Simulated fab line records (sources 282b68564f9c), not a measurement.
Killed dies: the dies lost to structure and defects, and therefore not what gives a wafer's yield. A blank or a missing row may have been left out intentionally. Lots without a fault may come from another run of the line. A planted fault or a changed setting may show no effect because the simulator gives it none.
Split-lot experiment :: flow ritCmos :: on a route of 202 steps: 5 lots, 23 wafers read

== THE SPLIT ITSELF ==
At RIT_GATE_DEVELOP_15 (develop time 50 s), the setting developTimeS was moved away from the recipe's 50 s on 7 of the 23 wafers read, by -10.7% to +6.1%. This setting was run at the recipe's value on the other wafers.

== FROM THE SPLIT TO THE READING: what the file shows between them, 19 steps ==
- RIT_GATE_HARDBAKE_18: time 60 s
- RIT_GATE_ETCH_19: etches poly-Si in SF6/CHF3/O2, stops on SiO2, time 165 s, target depth 312.5 nm
- RIT_NSD_IMPLANT_08 (also split here: energyKev)
- RIT_NSD_STRIP_09: strips in O2, time 180 s
- RIT_NSD_TW_MEAS_10
- RIT_PSD_IMPLANT_08 (also split here: energyKev)
- RIT_PSD_STRIP_09: strips in O2, time 180 s
- RIT_SDANNEAL_CLEAN_02: cleans in SC2, time 600 s
- RIT_SDANNEAL_RTA_03: time 5 s
- RIT_SDANNEAL_RS_MEAS_04: measures by four-point-probe
- RIT_SILICIDE_SPUTTER_01: material Ti, target thk 30 nm, time 240 s (also split here: timeS)
- RIT_SILICIDE_RS_MEAS_02: measures by four-point-probe
- RIT_SILICIDE_THK_MEAS_03: measures by xrf
- RIT_CONTACT_DEVELOP_07: develop time 120 s (also split here: developTimeS)
- RIT_CONTACT_CD_MEAS_08: target cd 1000 nm
- RIT_CONTACT_HARDBAKE_10: time 60 s
- RIT_CONTACT_ETCH_11: etches SiO2 in CHF3/CF4/Ar, stops on TiSi2, target depth 480 nm, time 320 s
- RIT_CONTACT_STRIP_12: strips in O2, time 180 s
- RIT_CONTACT_CD_MEAS_90: target cd 1000 nm

== THE READING ==
etest.nmos_0p15.driveUaUm (the simulator's own value, which no gauge read), at RIT_M1_PROBE_99. The file does not state a usual value for it. The 16 wafers here that ran the recipe average 413.8, standard deviation 41.

wafer: L074.1
tool, chamber at the split: lithoTrack-02, 0
developTimeS as run, s: 50
against the recipe: recipe
etest.nmos_0p15.driveUaUm: 426.2
against lot-mates on the recipe: -

wafer: L074.2
tool, chamber at the split: lithoTrack-02, 0
developTimeS as run, s: 44.65
against the recipe: -10.7%
etest.nmos_0p15.driveUaUm: 351.8
against lot-mates on the recipe: -78.7

wafer: L074.3
tool, chamber at the split: lithoTrack-02, 0
developTimeS as run, s: 44.65
against the recipe: -10.7%
etest.nmos_0p15.driveUaUm: 358.8
against lot-mates on the recipe: -71.7

wafer: L074.5
tool, chamber at the split: lithoTrack-02, 0
developTimeS as run, s: 50
against the recipe: recipe
etest.nmos_0p15.driveUaUm: 435.2
against lot-mates on the recipe: -

wafer: L074.6
tool, chamber at the split: lithoTrack-02, 0
developTimeS as run, s: 50
against the recipe: recipe
etest.nmos_0p15.driveUaUm: 430.2
against lot-mates on the recipe: -

wafer: L078.1
tool, chamber at the split: lithoTrack-02, 0
developTimeS as run, s: 45.71
against the recipe: -8.6%
etest.nmos_0p15.driveUaUm: 313.6
against lot-mates on the recipe: -50.7

wafer: L078.3
tool, chamber at the split: lithoTrack-02, 0
developTimeS as run, s: 45.71
against the recipe: -8.6%
etest.nmos_0p15.driveUaUm: 303.2
against lot-mates on the recipe: -61.1

wafer: L078.4
tool, chamber at the split: lithoTrack-02, 0
developTimeS as run, s: 45.71
against the recipe: -8.6%
etest.nmos_0p15.driveUaUm: 320.9
against lot-mates on the recipe: -43.4

wafer: L078.5
tool, chamber at the split: lithoTrack-02, 0
developTimeS as run, s: 50
against the recipe: recipe
etest.nmos_0p15.driveUaUm: 351.6
against lot-mates on the recipe: -

wafer: L078.6
tool, chamber at the split: lithoTrack-02, 0
developTimeS as run, s: 50
against the recipe: recipe
etest.nmos_0p15.driveUaUm: 377
against lot-mates on the recipe: -

wafer: L079.1
tool, chamber at the split: lithoTrack-02, 0
developTimeS as run, s: 50
against the recipe: recipe
etest.nmos_0p15.driveUaUm: 496.2
against lot-mates on the recipe: -

wafer: L079.4
tool, chamber at the split: lithoTrack-02, 0
developTimeS as run, s: 50
against the recipe: recipe
etest.nmos_0p15.driveUaUm: 475.2
against lot-mates on the recipe: -

wafer: L079.5
tool, chamber at the split: lithoTrack-02, 0
developTimeS as run, s: 50
against the recipe: recipe
etest.nmos_0p15.driveUaUm: 487.6
against lot-mates on the recipe: -

wafer: L082.2
tool, chamber at the split: lithoTrack-03, 0
developTimeS as run, s: 50
against the recipe: recipe
etest.nmos_0p15.driveUaUm: 397.8
against lot-mates on the recipe: -

wafer: L082.3
tool, chamber at the split: lithoTrack-03, 0
developTimeS as run, s: 50
against the recipe: recipe
etest.nmos_0p15.driveUaUm: 406.3
against lot-mates on the recipe: -

wafer: L082.4
tool, chamber at the split: lithoTrack-03, 0
developTimeS as run, s: 50
against the recipe: recipe
etest.nmos_0p15.driveUaUm: 403.8
against lot-mates on the recipe: -

wafer: L082.5
tool, chamber at the split: lithoTrack-03, 0
developTimeS as run, s: 50
against the recipe: recipe
etest.nmos_0p15.driveUaUm: 410.9
against lot-mates on the recipe: -

wafer: L082.6
tool, chamber at the split: lithoTrack-03, 0
developTimeS as run, s: 50
against the recipe: recipe
etest.nmos_0p15.driveUaUm: 394
against lot-mates on the recipe: -

wafer: L085.1
tool, chamber at the split: lithoTrack-02, 0
developTimeS as run, s: 50
against the recipe: recipe
etest.nmos_0p15.driveUaUm: 373.4
against lot-mates on the recipe: -

wafer: L085.2
tool, chamber at the split: lithoTrack-02, 0
developTimeS as run, s: 50
against the recipe: recipe
etest.nmos_0p15.driveUaUm: 386.7
against lot-mates on the recipe: -

wafer: L085.3
tool, chamber at the split: lithoTrack-02, 0
developTimeS as run, s: 53.05
against the recipe: +6.1%
etest.nmos_0p15.driveUaUm: 413.3
against lot-mates on the recipe: +37.2

wafer: L085.4
tool, chamber at the split: lithoTrack-02, 0
developTimeS as run, s: 50
against the recipe: recipe
etest.nmos_0p15.driveUaUm: 368.1
against lot-mates on the recipe: -

wafer: L085.6
tool, chamber at the split: lithoTrack-02, 0
developTimeS as run, s: 53.05
against the recipe: +6.1%
etest.nmos_0p15.driveUaUm: 426.2
against lot-mates on the recipe: +50.1

FIT RESULTS
A straight line over all 23 wafers: etest.nmos_0p15.driveUaUm changes by +7.02 for each +1% of developTimeS; r = +0.63; the points scatter about the line by 41.
The same after taking each lot's own level away (the mean of its wafers on the recipe; 23 wafers): +6.67 for each +1%; r = +0.97; scatter 8.
On that fit, the largest move of developTimeS shifts the reading by 71.
The span of the lots' own levels, 364.30 to 486.33, comes to 3.0 times the standard deviation stated above.
So the lot-to-lot level blurs the effect unless lot-mates are compared.
Check: -68.4 against its lot-mates is what the line predicts for one of the wafers moved furthest among these (-10.7%) when that wafer is left out of the fit. Against them it came out at -78.7.

== THESE WAFERS: OTHER SPLITS ==
These wafers also went through other splits before the reading. Each is held against what the fit with the lots' levels taken away leaves over:
other split on the same wafers: RIT_GATE_OXIDATION_05 tempC
wafers away from the commonest value: 18
r with etest.nmos_0p15.driveUaUm (lot level and that fit taken away): +0.15

other split on the same wafers: RIT_NSD_IMPLANT_08 energyKev
wafers away from the commonest value: 10
r with etest.nmos_0p15.driveUaUm (lot level and that fit taken away): +0.10

other split on the same wafers: RIT_PSD_IMPLANT_08 energyKev
wafers away from the commonest value: 9
r with etest.nmos_0p15.driveUaUm (lot level and that fit taken away): +0.15

other split on the same wafers: RIT_SILICIDE_SPUTTER_01 timeS
wafers away from the commonest value: 11
r with etest.nmos_0p15.driveUaUm (lot level and that fit taken away): -0.14

other split on the same wafers: RIT_CONTACT_DEVELOP_07 developTimeS
wafers away from the commonest value: 8
r with etest.nmos_0p15.driveUaUm (lot level and that fit taken away): -0.09

== THE WHOLE CHAIN: every reading that the file lists as answering this split, in the file's order ==
step: RIT_GATE_ETCH_19
what it does: etches poly-Si in SF6/CHF3/O2, stops on SiO2, time 165 s, target depth 312.5 nm
reading: GATE.cdNm (the simulator's own value, which no gauge read)
change (the file's fit): -1.85 nm for each +1% of the setting
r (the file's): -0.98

step: RIT_M1_PROBE_99
what it does: 
reading: etest.pmos_0p3.rOnOhmUm (the simulator's own value, which no gauge read)
change (the file's fit): -49.6 for each +1% of the setting
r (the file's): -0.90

step: RIT_M1_PROBE_99
what it does: 
reading: etest.pmosTurned.rOnOhmUm (the simulator's own value, which no gauge read)
change (the file's fit): -55.7 for each +1% of the setting
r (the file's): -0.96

step: RIT_M1_PROBE_99
what it does: 
reading: etest.pmos_0p15.rOnOhmUm (the simulator's own value, which no gauge read)
change (the file's fit): -53.8 for each +1% of the setting
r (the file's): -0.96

step: RIT_M1_PROBE_99
what it does: 
reading: etest.nmos_0p15.driveUaUm (the simulator's own value, which no gauge read)
change (the file's fit): +6.72 for each +1% of the setting
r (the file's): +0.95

== FILE'S OWN FIT ==
etest.nmos_0p15.driveUaUm changes by +6.72 for each +1% of developTimeS, r = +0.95.
